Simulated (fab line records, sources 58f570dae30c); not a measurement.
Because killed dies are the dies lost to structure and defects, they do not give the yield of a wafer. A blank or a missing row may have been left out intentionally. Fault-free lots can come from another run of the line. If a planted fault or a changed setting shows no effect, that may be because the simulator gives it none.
fab line records + flow berkeley-cmos170
[record]
- lots = 7
- wafers = 21
- last-day = 12
route steps=331 shown M3@314
lots that met no fault: taken from a fault-free run of the same line
start-h: hours from the record's opening day to when the first of the lot's shown wafers began + wait-h: time in hours since the lot's previous step + " unchanged from the row above + L1.1+2: a row that stands for several wafers + - value missing, or start not given + * or withheld: withheld + < > ~ a bound
route shown NAME@n: a module of which the file shows steps, and the number in the route of the first + usual: mean/standard deviation taken from wafers without a fault + same: alike in all rows + chamber/n: place in a boat + sites: the reading at each site + _std_site: the standard deviation of these + _edge_site: mean of outer sites minus mean of inner sites + radius-mm: for every site, how far away it sits from the centre of the wafer + mask NAME#n: copy n + behind: the most recent tool/chamber to have shaped the wafer + hold: cause of the lot's hold/its duration in hours/its outcome + device: transistor that didn't switch, given as n, p or np + end of line: the same wafers' tests at the end of the route + where a step has no rows: the recipe by itself + killed: the dies lost at the first sort to structure and to defects; this is not the yield of the wafer + map: a wafer's dies, x killed, . not, _ none there
set.NAME: the setting as run; set.NAME@STEP: as run at that earlier step + model.NAME: the simulator's own value behind a step, which no gauge read
certain route steps with their lots: each step a table, each wafer a row
services: when a tool's chamber went out of use (start-h, in hours from the record's first day, below 0 if earlier), for how many hours, and the reason
[[steps]]
[step UCB170_M3_COAT_05]
[recipe]
- resist = KrF
- spin-rpm = 1500
- resist-thk-nm = 900
[step UCB170_M3_SOFTBAKE_06]
[recipe]
- resist = KrF
- temp-c = 130
- time-s = 60
[step UCB170_M3_STRIP_07]
[recipe]
- chemistry = O2
- power-w = 400
- pressure-mtorr = 3500
- platen-temp-c = withheld
- o2-flow-sccm = 400
- overash-fraction = 0.5
[usual]
- drypump-motor-current-A = 5.4/0.55
- o2-flow-sccm = 400.0/1.2
- oes-product-au = 0.735/0.0046
- strip-time-to-endpoint-s = 21.93/0.062
| lot.wafer | tool            | chamber | start-h | wait-h | drypump-motor-current-A | o2-flow-sccm | oes-product-au | rf-hours-counter-h | strip-time-to-endpoint-s |
|-----------|-----------------|---------|---------|--------|-------------------------|--------------|----------------|--------------------|--------------------------|
| L120.1    | plasma-asher-04 | 1       | 205.04  | 0.1    | 5.0                     | 401.6        | 0.735          | 45                 | 21.88                    |
| L120.4    | "               | 0       | "       | "      | 5.1                     | 399.6        | 0.734          | -                  | 21.89                    |
| L120.6    | "               | 1       | "       | "      | 5.0                     | 399.3        | 0.724          | -                  | 21.91                    |
| L121.1    | plasma-asher-04 | 0       | 215.02  | 0.1    | 5.2                     | 402.2        | 0.737          | 46                 | 21.89                    |
| L121.2    | "               | 1       | "       | "      | 5.1                     | 399.2        | 0.734          | 46                 | 21.89                    |
| L121.5    | "               | 0       | "       | "      | 5.2                     | 403.2        | 0.733          | -                  | 21.94                    |
| L129.2    | plasma-asher-04 | 1       | 250.40  | 0.1    | 5.1                     | 400.0        | 0.727          | 49                 | 21.95                    |
| L129.4    | "               | 1       | "       | "      | 5.0                     | 401.8        | 0.741          | -                  | 21.98                    |
| L129.5    | "               | 0       | "       | "      | 5.1                     | 399.9        | 0.731          | -                  | 21.99                    |
| L125.1    | plasma-asher-03 | 1       | 250.85  | 0.1    | 4.7                     | 400.7        | 0.736          | 55                 | 21.97                    |
| L125.4    | "               | 0       | "       | "      | 4.8                     | 399.4        | 0.731          | -                  | 21.92                    |
| L125.6    | "               | 0       | "       | "      | 4.9                     | 399.1        | 0.736          | -                  | 21.86                    |
| L130.3    | plasma-asher-04 | 1       | 268.61  | 0.1    | 5.0                     | 399.7        | 0.726          | -                  | 21.84                    |
| L130.4    | "               | 0       | "       | "      | 5.2                     | 401.5        | 0.736          | -                  | 21.89                    |
| L130.5    | "               | 0       | "       | "      | 5.2                     | 400.0        | 0.738          | -                  | 21.97                    |
| L139.4    | plasma-asher-01 | 1       | 293.05  | 0.1    | 6.0                     | 397.8        | 0.732          | -                  | 21.88                    |
| L139.5    | "               | 1       | "       | "      | 6.0                     | 398.0        | 0.730          | -                  | 21.80                    |
| L139.6    | "               | 0       | "       | "      | 6.2                     | 400.2        | 0.738          | -                  | 21.87                    |
| L135.1    | plasma-asher-03 | 0       | 294.69  | 0.1    | 4.9                     | 400.9        | 0.740          | 61                 | 21.92                    |
| L135.3    | "               | 1       | "       | "      | 4.8                     | 398.8        | 0.736          | -                  | 21.89                    |
| L135.5    | "               | 1       | "       | "      | 4.8                     | 400.3        | 0.731          | -                  | 21.92                    |
[step UCB170_M3_STRIP_08]
[recipe]
- chemistry = DMSO
- temp-c = 80
- time-s = 600
- material = KrF
[step UCB170_M3_COAT_09]
[recipe]
- resist = BARC
- temp-c = withheld
- time-s = withheld
- spin-rpm = 3000
- resist-thk-nm = withheld
[step UCB170_M3_COAT_10]
[recipe]
- resist = KrF
- spin-rpm = 1500
- resist-thk-nm = 900
[step UCB170_M3_SOFTBAKE_11]
[recipe]
- resist = KrF
- temp-c = 130
- time-s = 60
[step UCB170_M3_EXPOSE_12]
[recipe]
- mask-id = METAL3
- target-cd-nm = 700
- na = 0.5
- sigma-outer = 0.6
- source-shape = conventional
- dose-mj = 26
[step UCB170_M3_PEB_13]
[recipe]
- peb-temp-c = 130
- peb-time-s = withheld
- resist = KrF
[usual]
- plate-sensor-t-centre-C = 131.41/0.01
- plate-sensor-t-edge-C = 131.53/0.011
| lot.wafer | tool           | chamber | start-h | wait-h | plate-sensor-t-centre-C | plate-sensor-t-edge-C |
|-----------|----------------|---------|---------|--------|-------------------------|-----------------------|
| L120.1    | litho-track-01 | 0       | 207.26  | 0.8    | 131.41                  | 131.52                |
| L120.4    | "              | 0       | "       | "      | 131.4                   | 131.53                |
| L120.6    | "              | 0       | "       | "      | 131.44                  | 131.54                |
| L121.1    | litho-track-04 | 0       | 216.09  | 0.2    | 131.41                  | 131.53                |
| L121.2    | "              | 0       | "       | "      | 131.39                  | 131.52                |
| L121.5    | "              | 0       | "       | "      | 131.41                  | 131.51                |
| L129.2    | litho-track-01 | 0       | 252.48  | 0.4    | 131.43                  | 131.53                |
| L129.4    | "              | 0       | "       | "      | 131.4                   | 131.53                |
| L129.5    | "              | 0       | "       | "      | 131.4                   | 131.53                |
| L125.1    | litho-track-04 | 0       | 252.65  | 0.3    | 131.43                  | 131.54                |
| L125.4    | "              | 0       | "       | "      | 131.41                  | 131.53                |
| L125.6    | "              | 0       | "       | "      | 131.4                   | 131.53                |
| L130.3    | litho-track-04 | 0       | 269.61  | 0.1    | 131.4                   | 131.55                |
| L130.4    | "              | 0       | "       | "      | 131.4                   | 131.53                |
| L130.5    | "              | 0       | "       | "      | 131.39                  | 131.54                |
| L139.4    | litho-track-01 | 0       | 293.93  | 0.1    | 131.42                  | 131.53                |
| L139.5    | "              | 0       | "       | "      | 131.41                  | 131.53                |
| L139.6    | "              | 0       | "       | "      | 131.39                  | 131.52                |
| L135.1    | litho-track-03 | 0       | 296.18  | 0.5    | 131.41                  | 131.53                |
| L135.3    | "              | 0       | "       | "      | 131.41                  | 131.54                |
| L135.5    | "              | 0       | "       | "      | 131.41                  | 131.53                |
[step UCB170_M3_DEVELOP_14]
[recipe]
- developer = TMAH
- develop-time-s = 45
- resist = KrF
- dev-temp-c = 21
[step UCB170_M3_CD_MEAS_15]
[recipe]
- target-cd-nm = 700
[usual]
- cd-nm = 699.8/1.4
| lot.wafer | tool      | chamber | start-h | wait-h | cd-nm |
|-----------|-----------|---------|---------|--------|-------|
| L120.1    | cd-sem-01 | -       | 207.53  | -      | 701.0 |
| L120.4    | "         | -       | "       | "      | 701.4 |
| L120.6    | "         | -       | "       | "      | 701.3 |
| L121.1    | cd-sem-02 | -       | 216.37  | -      | 699.8 |
| L121.2    | "         | -       | "       | "      | 698.2 |
| L121.5    | "         | -       | "       | "      | 698.5 |
| L129.2    | cd-sem-01 | -       | 252.75  | -      | 699.4 |
| L129.4    | "         | -       | "       | "      | 698.8 |
| L129.5    | "         | -       | "       | "      | 700.3 |
| L125.1    | cd-sem-02 | -       | 252.92  | -      | 699.7 |
| L125.4    | "         | -       | "       | "      | 700.1 |
| L125.6    | "         | -       | "       | "      | 700.0 |
| L130.3    | cd-sem-02 | -       | 269.87  | -      | 699.7 |
| L130.4    | "         | -       | "       | "      | 701.3 |
| L130.5    | "         | -       | "       | "      | 701.1 |
| L139.4    | cd-sem-01 | -       | 294.19  | -      | 702.3 |
| L139.5    | "         | -       | "       | "      | 703.1 |
| L139.6    | "         | -       | "       | "      | 701.5 |
| L135.1    | cd-sem-01 | -       | 296.45  | -      | 700.4 |
| L135.3    | "         | -       | "       | "      | 700.3 |
| L135.5    | "         | -       | "       | "      | 701.1 |
[step UCB170_M3_OVL_MEAS_16]
[usual]
- M3_OVL = 1/5.4
| lot.wafer | tool       | chamber | start-h | wait-h | M3_OVL[nm] |
|-----------|------------|---------|---------|--------|------------|
| L120.1    | overlay-01 | -       | 207.66  | 0.1    | 3          |
| L120.4    | "          | -       | "       | "      | 8          |
| L120.6    | "          | -       | "       | "      | 7          |
| L121.1    | overlay-02 | -       | 216.49  | 0.1    | 5          |
| L121.2    | "          | -       | "       | "      | 4          |
| L121.5    | "          | -       | "       | "      | 4          |
| L129.2    | overlay-02 | -       | 252.85  | 0.1    | 6          |
| L129.4    | "          | -       | "       | "      | 10         |
| L129.5    | "          | -       | "       | "      | 7          |
| L125.1    | overlay-01 | -       | 253.04  | 0.1    | -1         |
| L125.4    | "          | -       | "       | "      | 1          |
| L125.6    | "          | -       | "       | "      | 3          |
| L130.3    | overlay-01 | -       | 269.96  | 0.1    | -13        |
| L130.4    | "          | -       | "       | "      | 1          |
| L130.5    | "          | -       | "       | "      | -1         |
| L139.4    | overlay-02 | -       | 294.27  | 0.1    | -2         |
| L139.5    | "          | -       | "       | "      | -10        |
| L139.6    | "          | -       | "       | "      | 2          |
| L135.1    | overlay-02 | -       | 296.57  | 0.1    | -1         |
| L135.3    | "          | -       | "       | "      | 0          |
| L135.5    | "          | -       | "       | "      | -3         |
[step UCB170_M3_ETCH_17]
[recipe]
- chemistry = N2/H2
- target-depth-a = withheld
- overetch-a = withheld
- target = BARC
- time-s = withheld
- source-w = 500
- bias-w = 100
- pressure-mtorr = 30
- n2-flow-sccm = 100
- h2-flow-sccm = 200
[usual]
- bias-w = 99.94/0.29
- chamber-pressure-mTorr = 30.00/0.03
- drypump-motor-current-A = 5.7/0.56
- oes-product-au = 0.995/0.019
- rf-fwd-power-W = 495.0/1.9
- throttle-valve-pct = 13.28/0.12
| lot.wafer | tool        | chamber | start-h | wait-h | bias-w | chamber-pressure-mTorr | drypump-motor-current-A | oes-product-au | rf-fwd-power-W | throttle-valve-pct |
|-----------|-------------|---------|---------|--------|--------|------------------------|-------------------------|----------------|----------------|--------------------|
| L120.1    | rie-diel-04 | 3       | 207.69  | 0.0    | 99.57  | 29.99                  | 5.6                     | 0.978          | 495.4          | 13.36              |
| L120.4    | "           | 3       | "       | "      | 99.90  | 30.00                  | 5.6                     | 0.982          | 495.3          | 13.36              |
| L120.6    | "           | 2       | "       | "      | 99.67  | 30.00                  | 5.8                     | 0.974          | 491.7          | 13.23              |
| L121.1    | rie-diel-03 | 3       | 216.52  | 0.0    | 99.87  | 29.97                  | 6.3                     | 1.025          | 493.7          | 13.47              |
| L121.2    | "           | 2       | "       | "      | 99.73  | 30.00                  | 6.2                     | 0.972          | 496.9          | 13.19              |
| L121.5    | "           | 1       | "       | "      | 100.16 | 30.01                  | 5.4                     | 1.008          | 492.7          | 13.26              |
| L129.2    | rie-diel-04 | 1       | 252.88  | 0.0    | -      | -                      | -                       | -              | -              | -                  |
| L129.4    | "           | 2       | "       | "      | -      | -                      | -                       | -              | -              | -                  |
| L129.5    | "           | 2       | "       | "      | -      | -                      | -                       | -              | -              | -                  |
| L125.1    | rie-diel-03 | 0       | 253.08  | 0.0    | -      | -                      | -                       | -              | -              | -                  |
| L125.4    | "           | 3       | "       | "      | -      | -                      | -                       | -              | -              | -                  |
| L125.6    | "           | 0       | "       | "      | -      | -                      | -                       | -              | -              | -                  |
| L130.3    | rie-diel-04 | 1       | 269.99  | 0.0    | -      | -                      | -                       | -              | -              | -                  |
| L130.4    | "           | 3       | "       | "      | -      | -                      | -                       | -              | -              | -                  |
| L130.5    | "           | 1       | "       | "      | -      | -                      | -                       | -              | -              | -                  |
| L139.4    | rie-diel-01 | 3       | 294.29  | 0.0    | 99.80  | 30.08                  | 6.1                     | 0.987          | 493.2          | 13.38              |
| L139.5    | "           | 1       | "       | "      | 100.42 | 29.99                  | 4.7                     | 1.008          | 494.8          | 13.16              |
| L139.6    | "           | 2       | "       | "      | 99.59  | 29.99                  | 4.8                     | 0.980          | 495.2          | 13.49              |
| L135.1    | rie-diel-04 | 1       | 296.61  | 0.0    | 99.63  | 30.03                  | 6.4                     | 1.031          | 494.4          | 13.20              |
| L135.3    | "           | 0       | "       | "      | 100.16 | 29.99                  | 5.1                     | 1.000          | 499.0          | 13.12              |
| L135.5    | "           | 0       | "       | "      | 100.07 | 30.05                  | 5.1                     | 0.995          | 495.6          | 13.12              |
[step UCB170_M3_METAL_ETCH_18]
[recipe]
- chemistry = Cl2/BCl3
- target = Al
- stop-on = SiO2
- pressure-mtorr = 12
- target-depth-a = 11700
- over-etch-frac = 0.3
- time-s = 195
- icp-w = 600
- bias-w = 120
- Cl2_flow_sccm = 90
- bcl3-flow-sccm = 45
[usual]
- bcl3-flow-sccm = 44.97/0.14
- bias-w = 120.0/0.33
- drypump-motor-current-A = 5.7/0.32
- he-backside-leak-sccm = 3.32/0.29
- oes-product-au = 0.862/0.018
- rf-fwd-power-W = 597.4/1.9
- throttle-valve-pct = 24.23/0.18
[same]
- time-s = 195
| lot.wafer | tool         | chamber | start-h | wait-h | bcl3-flow-sccm | bias-w | drypump-motor-current-A | he-backside-leak-sccm | oes-product-au | rf-fwd-power-W | rf-hours-counter-h | throttle-valve-pct |
|-----------|--------------|---------|---------|--------|----------------|--------|-------------------------|-----------------------|----------------|----------------|--------------------|--------------------|
| L120.1    | rie-metal-02 | 0       | 207.74  | -      | 45.04          | 120.1  | 5.3                     | 3.15                  | 0.882          | 595.9          | 8                  | 24.25              |
| L120.4    | "            | 0       | "       | "      | 45.08          | 119.7  | 5.4                     | 3.10                  | 0.883          | 595.3          | -                  | 24.25              |
| L120.6    | "            | 0       | "       | "      | 45.00          | 120.0  | 5.3                     | 3.09                  | 0.886          | 601.0          | -                  | 24.26              |
| L121.1    | rie-metal-01 | 0       | 216.56  | -      | 45.17          | 119.9  | 5.9                     | 3.35                  | 0.867          | 600.1          | 3                  | 24.29              |
| L121.2    | "            | 1       | "       | "      | 44.96          | 119.7  | 5.9                     | 3.22                  | 0.830          | 598.7          | 13                 | 24.03              |
| L121.5    | "            | 0       | "       | "      | 44.97          | 119.9  | 5.9                     | 3.36                  | 0.871          | 600.6          | -                  | 24.31              |
| L129.2    | rie-metal-02 | 1       | 252.93  | -      | 45.23          | 119.9  | 6.2                     | 3.59                  | 0.386          | 593.9          | 1                  | 24.75              |
| L129.4    | "            | 1       | "       | "      | 45.09          | 120.0  | 6.2                     | 3.68                  | 0.394          | 596.8          | -                  | 24.74              |
| L129.5    | "            | 1       | "       | "      | 45.15          | 119.7  | 6.2                     | 3.57                  | 0.387          | 599.5          | -                  | 24.76              |
| L125.1    | rie-metal-03 | 1       | 253.12  | -      | 45.00          | 120.5  | 5.3                     | 3.13                  | 0.362          | 595.3          | 4                  | 24.29              |
| L125.4    | "            | 1       | "       | "      | 44.87          | 120.5  | 5.3                     | 3.24                  | 0.367          | 598.6          | -                  | 24.30              |
| L125.6    | "            | 1       | "       | "      | 44.99          | 120.1  | 5.3                     | 3.19                  | 0.376          | 599.7          | -                  | 24.28              |
| L130.3    | rie-metal-03 | 1       | 270.09  | -      | 45.07          | 120.4  | 5.4                     | 3.26                  | 0.367          | 595.6          | -                  | 24.27              |
| L130.4    | "            | 0       | "       | "      | 45.00          | 120.8  | 5.8                     | 3.13                  | 0.373          | 596.2          | -                  | 24.32              |
| L130.5    | "            | 0       | "       | "      | 45.00          | 119.8  | 5.9                     | 2.92                  | 0.376          | 597.9          | -                  | 24.33              |
| L139.4    | rie-metal-01 | 0       | 294.39  | -      | 45.14          | 120.4  | 5.9                     | 3.57                  | 0.865          | 598.9          | -                  | 24.29              |
| L139.5    | "            | 0       | "       | "      | 45.08          | 119.9  | 5.9                     | 3.46                  | 0.869          | 598.4          | -                  | 24.31              |
| L139.6    | "            | 1       | "       | "      | 45.05          | 120.0  | 5.9                     | 3.29                  | 0.829          | 596.0          | -                  | 24.03              |
| L135.1    | rie-metal-03 | 0       | 296.65  | -      | 44.97          | 120.8  | 5.8                     | 3.07                  | 0.862          | 595.9          | 8                  | 24.11              |
| L135.3    | "            | 0       | "       | "      | 44.91          | 120.4  | 5.8                     | 3.23                  | 0.853          | 596.1          | -                  | 24.11              |
| L135.5    | "            | 0       | "       | "      | 44.95          | 120.2  | 5.8                     | 3.04                  | 0.857          | 595.5          | -                  | 24.10              |
[step UCB170_M3_STRIP_19]
[recipe]
- chemistry = O2
- power-w = 400
- pressure-mtorr = 3500
- platen-temp-c = withheld
- o2-flow-sccm = 400
- overash-fraction = 0.5
[usual]
- drypump-motor-current-A = 5.3/0.55
- o2-flow-sccm = 399.9/1.3
- oes-product-au = 0.544/0.0097
| lot.wafer | tool            | chamber | start-h | wait-h | drypump-motor-current-A | o2-flow-sccm | oes-product-au | rf-hours-counter-h |
|-----------|-----------------|---------|---------|--------|-------------------------|--------------|----------------|--------------------|
| L120.1    | plasma-asher-01 | 0       | 208.11  | 0.3    | 6.2                     | 399.8        | 0.550          | 42                 |
| L120.4    | "               | 1       | "       | "      | 6.0                     | 400.2        | 0.541          | -                  |
| L120.6    | "               | 0       | "       | "      | 6.2                     | 401.2        | 0.550          | -                  |
| L121.1    | plasma-asher-03 | 1       | 216.75  | 0.1    | 4.8                     | 400.0        | 0.544          | 52                 |
| L121.2    | "               | 0       | "       | "      | 4.8                     | 399.6        | 0.539          | 52                 |
| L121.5    | "               | 0       | "       | "      | 4.8                     | 400.0        | 0.532          | -                  |
| L129.2    | plasma-asher-04 | 0       | 253.11  | 0.1    | 5.2                     | 400.2        | 0.540          | 50                 |
| L129.4    | "               | 0       | "       | "      | 5.2                     | 399.7        | 0.559          | -                  |
| L129.5    | "               | 0       | "       | "      | 5.2                     | 398.9        | 0.547          | -                  |
| L125.1    | plasma-asher-03 | 0       | 253.31  | 0.1    | 4.8                     | 398.4        | 0.541          | 56                 |
| L125.4    | "               | 1       | "       | "      | 4.8                     | 399.5        | 0.532          | -                  |
| L125.6    | "               | 1       | "       | "      | 4.8                     | 400.3        | 0.547          | -                  |
| L130.3    | plasma-asher-04 | 1       | 270.25  | 0.1    | 5.1                     | 402.0        | 0.540          | -                  |
| L130.4    | "               | 0       | "       | "      | 5.2                     | 400.2        | 0.547          | -                  |
| L130.5    | "               | 1       | "       | "      | 5.0                     | 399.4        | 0.554          | -                  |
| L139.4    | plasma-asher-01 | 0       | 294.55  | 0.1    | 6.2                     | 399.5        | 0.547          | -                  |
| L139.5    | "               | 0       | "       | "      | 6.2                     | 398.9        | 0.530          | -                  |
| L139.6    | "               | 1       | "       | "      | 6.0                     | 400.5        | 0.535          | -                  |
| L135.1    | plasma-asher-03 | 1       | 296.84  | 0.1    | 4.8                     | 400.5        | 0.555          | 61                 |
| L135.3    | "               | 1       | "       | "      | 4.8                     | 398.8        | 0.559          | -                  |
| L135.5    | "               | 0       | "       | "      | 4.8                     | 400.1        | 0.544          | -                  |
[step UCB170_M3_CD_MEAS_90]
[recipe]
- target-cd-nm = 700
[usual]
- cd-nm = 700.1/2.5
| lot.wafer | tool      | chamber | start-h | wait-h | cd-nm |
|-----------|-----------|---------|---------|--------|-------|
| L120.1    | cd-sem-01 | -       | 208.24  | 0.1    | 703.0 |
| L120.4    | "         | -       | "       | "      | 705.4 |
| L120.6    | "         | -       | "       | "      | 704.3 |
| L121.1    | cd-sem-01 | -       | 216.85  | 0.1    | 698.3 |
| L121.2    | "         | -       | "       | "      | 695.6 |
| L121.5    | "         | -       | "       | "      | 695.8 |
| L129.2    | cd-sem-02 | -       | 253.23  | 0.1    | -     |
| L129.4    | "         | -       | "       | "      | -     |
| L129.5    | "         | -       | "       | "      | -     |
| L125.1    | cd-sem-01 | -       | 253.41  | 0.1    | -     |
| L125.4    | "         | -       | "       | "      | -     |
| L125.6    | "         | -       | "       | "      | -     |
| L130.3    | cd-sem-02 | -       | 270.36  | 0.1    | -     |
| L130.4    | "         | -       | "       | "      | -     |
| L130.5    | "         | -       | "       | "      | -     |
| L139.4    | cd-sem-02 | -       | 294.67  | 0.1    | 698.5 |
| L139.5    | "         | -       | "       | "      | 701.2 |
| L139.6    | "         | -       | "       | "      | 698.6 |
| L135.1    | cd-sem-02 | -       | 296.94  | 0.1    | 700.4 |
| L135.3    | "         | -       | "       | "      | 698.7 |
| L135.5    | "         | -       | "       | "      | 702.8 |
[step UCB170_M3_BOW_MEAS_20]
[recipe]
- mode = bow
[usual]
- M3_BOW = 36/7.1
| lot.wafer | tool          | chamber | start-h | wait-h | M3_BOW[um] |
|-----------|---------------|---------|---------|--------|------------|
| L120.1    | film-metro-02 | -       | 208.36  | 0.1    | 45         |
| L120.4    | "             | -       | "       | "      | 38         |
| L120.6    | "             | -       | "       | "      | 33         |
| L121.1    | film-metro-02 | -       | 216.97  | 0.1    | 25         |
| L121.2    | "             | -       | "       | "      | 29         |
| L121.5    | "             | -       | "       | "      | 37         |
| L129.2    | film-metro-04 | -       | 253.35  | 0.1    | 42         |
| L129.4    | "             | -       | "       | "      | 44         |
| L129.5    | "             | -       | "       | "      | 30         |
| L125.1    | film-metro-04 | -       | 253.53  | 0.1    | 31         |
| L125.4    | "             | -       | "       | "      | 35         |
| L125.6    | "             | -       | "       | "      | 31         |
| L130.3    | film-metro-02 | -       | 270.48  | 0.1    | 34         |
| L130.4    | "             | -       | "       | "      | 31         |
| L130.5    | "             | -       | "       | "      | 26         |
| L139.4    | film-metro-01 | -       | 294.79  | 0.1    | 35         |
| L139.5    | "             | -       | "       | "      | 31         |
| L139.6    | "             | -       | "       | "      | 38         |
| L135.1    | film-metro-01 | -       | 297.06  | 0.1    | 38         |
| L135.3    | "             | -       | "       | "      | 45         |
| L135.5    | "             | -       | "       | "      | 41         |
[[services]]
| tool            | chamber | start-h | hours | kind   |
|-----------------|---------|---------|-------|--------|
| plasma-asher-03 | -       | 187.36  | 4.3   | repair |
| rie-diel-01     | -       | 202.24  | 2.8   | pm     |
| rie-diel-01     | 1       | 205.96  | 8.2   | repair |
| rie-diel-04     | 1       | 205.99  | 17.1  | repair |
| rie-diel-03     | 3       | 231.33  | 10.4  | repair |
| plasma-asher-03 | -       | 245.87  | 2.0   | repair |
| rie-metal-01    | -       | 246.90  | 1.4   | pm     |
| rie-metal-01    | -       | 266.07  | 0.1   | repair |
| rie-diel-04     | 3       | 274.57  | 2.9   | repair |
| rie-metal-02    | 0       | 279.70  | 15.1  | repair |
| rie-metal-03    | -       | 293.87  | 1.4   | pm     |
[[key]]
[first-sign]
- step = UCB170_M3_ETCH_17
- reading = tool-record
- direction = missing
[effect]
- step = UCB170_M3_METAL_ETCH_18
- reading = oes-product-au
- direction = down
- sigmas = 27
- usual = 0.862
- struck = 0.377
[effect]
- step = UCB170_M3_CD_MEAS_90
- reading = cd-nm
- direction = missing
[model-effect]
- step = UCB170_M3_PROBE_99
- value = etest.antenna-m3.over-limit
- without = 0
- struck = 1
met-at UCB170_M3_ETCH_17
struck-wafers L125.1,L125.4,L125.6,L129.2,L129.4,L129.5,L130.3,L130.4,L130.5
later-rows-left-out L125.1,L125.4,L125.6,L129.2,L129.4,L129.5,L130.3,L130.4,L130.5
sort-left-out L125.1,L125.4,L125.6,L129.2,L129.4,L129.5,L130.3,L130.4,L130.5
onset-between 216.52 252.88
[fault]
- kind = skipped-step-whole
- tool = rie-diel-03,rie-diel-04
- chamber = -
- onset-h = 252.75
- steps = UCB170_M3_ETCH_17
- scope = struck-lots-only
// sort-left-out: the simulated sort isn't trusted on such a fault, so these wafers' sort isn't shown, and their yield isn't known
// later-rows-left-out: the simulator's readings of these wafers behind a module that went badly wrong aren't trusted and aren't shown, but for the sort
